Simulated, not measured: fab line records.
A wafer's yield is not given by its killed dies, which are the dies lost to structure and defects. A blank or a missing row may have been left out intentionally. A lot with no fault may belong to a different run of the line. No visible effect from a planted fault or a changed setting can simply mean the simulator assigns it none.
A struck lot beside a sound one    flow berkeley_cmos170    44 steps out of a route of 331
Sound: wafers L664.1, L664.2, L664.5. Struck: wafers L663.2, L663.3, L663.6. The cause is given at the end.
Per side, at each step with rows, come the tool, then ch with its chambers, and then its first start. Under that, the readings that differ: sound wafers    struck wafers    difference of the means    sigmas: that difference in standard deviations of wafers without a fault.
alike: same words and numbers on both sides, and readings whose means sit less than 2 such deviations apart. not compared: any withheld reading, any reading some wafer has no value for, any bound like >300 that may hide the same value, and any number with overlapping values for which the record gives no deviation.
A row with sigmas, a row that says differs or no value, or rows on one side alone: a step with any of these is where the two part. Numbers that have no deviation but don't overlap get no sigmas and don't part them. A reading missing from all wafers of one side parts the sides only when that side holds two or more wafers.

first, 4 steps without rows for these wafers: UCB170_M2_SOFTBAKE_11 (time 60 s); UCB170_M2_EXPOSE_12 (exposes mask METAL2, target cd 700 nm); UCB170_M2_PEB_13; UCB170_M2_DEVELOP_14 (develop time 45 s).
UCB170_M2_CD_MEAS_15: target cd 700 nm.
  sound on cd_sem-01, day 11 02:54; struck on cd_sem-01, day 11 02:39
  alike: cd_nm
UCB170_M2_OVL_MEAS_16:
  sound on overlay-01, day 11 03:01; struck on overlay-02, day 11 02:45
  alike: M2_OVL
UCB170_M2_ETCH_17: etches BARC in N2/H2.
  sound on rie_diel-03 ch 0,1, day 11 03:04; struck on rie_diel-01 ch 1,3, day 11 02:47
  alike: drypump_motor_current_A, oes_product_au, throttle_valve_pct
UCB170_M2_METAL_ETCH_18: etches Al in Cl2/BCl3, stops on SiO2, target depth 1170 nm, time 195 s.
  sound on rie_metal-03 ch 0,1, day 11 03:06; struck on rie_metal-02 ch 0,1, day 11 02:50
  alike: drypump_motor_current_A, mfc_cl2_sccm, oes_product_au, throttle_valve_pct
  not compared: rf_hours_counter_h
UCB170_M2_STRIP_19: strips in O2.
  sound on plasma_asher-03 ch 0,1, day 11 03:17; struck on plasma_asher-04 ch 1, day 11 03:01
reading                      sound           struck          difference  sigmas
drypump_motor_current_A (A)  5.45 5.36 5.37  6.18 6.17 6.16  +0.78       +3
  alike: oes_product_au
  not compared: rf_hours_counter_h
UCB170_M2_CD_MEAS_90: target cd 700 nm.
  sound on cd_sem-02, day 11 03:23; struck on cd_sem-02, day 11 03:08
  alike: cd_nm
UCB170_V2_CVD_00: deposits SiO2 from TEOS/O2, target thk 2000 nm, time 250 s.
  sound on pecvd-01 ch 0,2, day 11 03:31; struck on pecvd-02 ch 0,1, day 11 03:14
  alike: heater_power_w
UCB170_V2_THK_MEAS_01:
  sound on film_metro-01, day 11 03:40; struck on film_metro-01, day 11 03:24
  alike: V2_TEOS_THK
UCB170_V2_CMP_02: polishes SiO2.
  sound on cmp-01 ch 0,1,2, day 11 03:46; struck on cmp-02 ch 2,3, day 11 03:30
reading                              sound            struck             difference  sigmas
model.SiO2_of_V2_CVD_00.thk_nm (nm)  1001 1000 999.8  925.3 925.2 925.2  -75.0       
  alike: motor_current_A, platen_rpm
UCB170_V2_BOW_MEAS_03:
  sound on film_metro-02, day 11 04:01; struck on film_metro-02, day 11 03:46
  alike: V2_BOW
UCB170_V2_THK_MEAS_04:
  sound on film_metro-02, day 11 04:08; struck on film_metro-02, day 11 03:53
reading               sound                 struck             difference  sigmas
V2_POLISHED_THK (nm)  1000.9 1000.3 1000.4  926.1 925.3 925.3  -75.0       -62
then, 7 steps without rows for these wafers: UCB170_V2_CLEAN_05 (cleans in DIW); UCB170_V2_HMDS_06 (prime time 60 s); UCB170_V2_COAT_07 (resist thk 900 nm); UCB170_V2_SOFTBAKE_08 (time 58.74 s); UCB170_V2_EXPOSE_09 (exposes mask VIA2, target cd 700 nm); UCB170_V2_PEB_10; UCB170_V2_DEVELOP_11 (develop time 45 s).
UCB170_V2_CD_MEAS_12: target cd 700 nm.
  sound on cd_sem-02, day 11 05:34; struck on cd_sem-01, day 11 05:19
  alike: cd_nm
UCB170_V2_OVL_MEAS_13:
  sound on overlay-02, day 11 05:41; struck on overlay-01, day 11 05:25
reading      sound  struck      difference  sigmas
V2_OVL (nm)  4 6 0  -14 -22 -6  -17         -3
UCB170_V2_ETCH_14: etches SiO2 in CHF3/CF4/Ar, stops on Al, target depth 1250 nm, time 291 s.
  sound on rie_diel-04 ch 2,3, day 11 05:44; struck on rie_diel-02 ch 1,2,3, day 11 05:26
reading                         sound            struck             difference  sigmas
model.etch.depth_nm (nm)        1001 1000 999.8  925.3 925.2 925.2  -75.0       
model.V2.feature_depth_nm (nm)  1001 1000 999.8  925.3 925.2 925.2  -75.0       
  alike: cf4_flow_sccm, drypump_motor_current_A, mfc_ar_sccm, oes_product_au, throttle_valve_pct
  not compared: rf_hours_counter_h
UCB170_V2_STRIP_15: strips in O2.
  sound on plasma_asher-03 ch 0,1, day 11 05:54; struck on plasma_asher-02 ch 0,1, day 11 05:37
  alike: drypump_motor_current_A, oes_product_au, strip_time_to_endpoint_s
  not compared: rf_hours_counter_h
UCB170_V2_CD_MEAS_90: target cd 700 nm.
  sound on cd_sem-02, day 11 06:00; struck on cd_sem-01, day 11 05:44
  alike: cd_nm
then, 2 steps without rows for these wafers: UCB170_M3_PRE_CLEAN_00 (preclean etch time 60 s); UCB170_M3_SPUTTER_01 (material Al, target thk 900 nm, time 120 s).
UCB170_M3_RS_MEAS_02: the measuring method here is four-point-probe.
  sound wafers here have rows in the record (film_metro-04, day 11 06:16); struck ones have none
UCB170_M3_THK_MEAS_03: measures by xrf.
  sound wafers here have rows in the record (film_metro-04, day 11 06:23); struck ones have none
then, 11 steps without rows for these wafers: UCB170_M3_HMDS_04 (prime time 60 s); UCB170_M3_COAT_05 (resist thk 900 nm); UCB170_M3_SOFTBAKE_06 (time 60 s); UCB170_M3_STRIP_07 (strips in O2); UCB170_M3_STRIP_08 (strips KrF in DMSO, time 600 s); UCB170_M3_COAT_09; UCB170_M3_COAT_10 (resist thk 900 nm); UCB170_M3_SOFTBAKE_11 (time 60 s); UCB170_M3_EXPOSE_12 (exposes mask METAL3, target cd 700 nm); UCB170_M3_PEB_13; UCB170_M3_DEVELOP_14 (develop time 45 s).
UCB170_M3_METAL_ETCH_18: etches Al in Cl2/BCl3, stops on SiO2, target depth 1170 nm, time 195 s.
  the record has rows for the sound wafers here (rie_metal-03 ch 0,1, day 11 08:23) and none for the struck ones
UCB170_M3_PROBE_99:
  sound wafers here have rows in the record (prober-01, day 11 08:58); struck ones have none

WHERE THEY PART
Last at UCB170_M3_PROBE_99 as far as this record goes, first at UCB170_M2_STRIP_19.

WHY: whatever the simulator had introduced
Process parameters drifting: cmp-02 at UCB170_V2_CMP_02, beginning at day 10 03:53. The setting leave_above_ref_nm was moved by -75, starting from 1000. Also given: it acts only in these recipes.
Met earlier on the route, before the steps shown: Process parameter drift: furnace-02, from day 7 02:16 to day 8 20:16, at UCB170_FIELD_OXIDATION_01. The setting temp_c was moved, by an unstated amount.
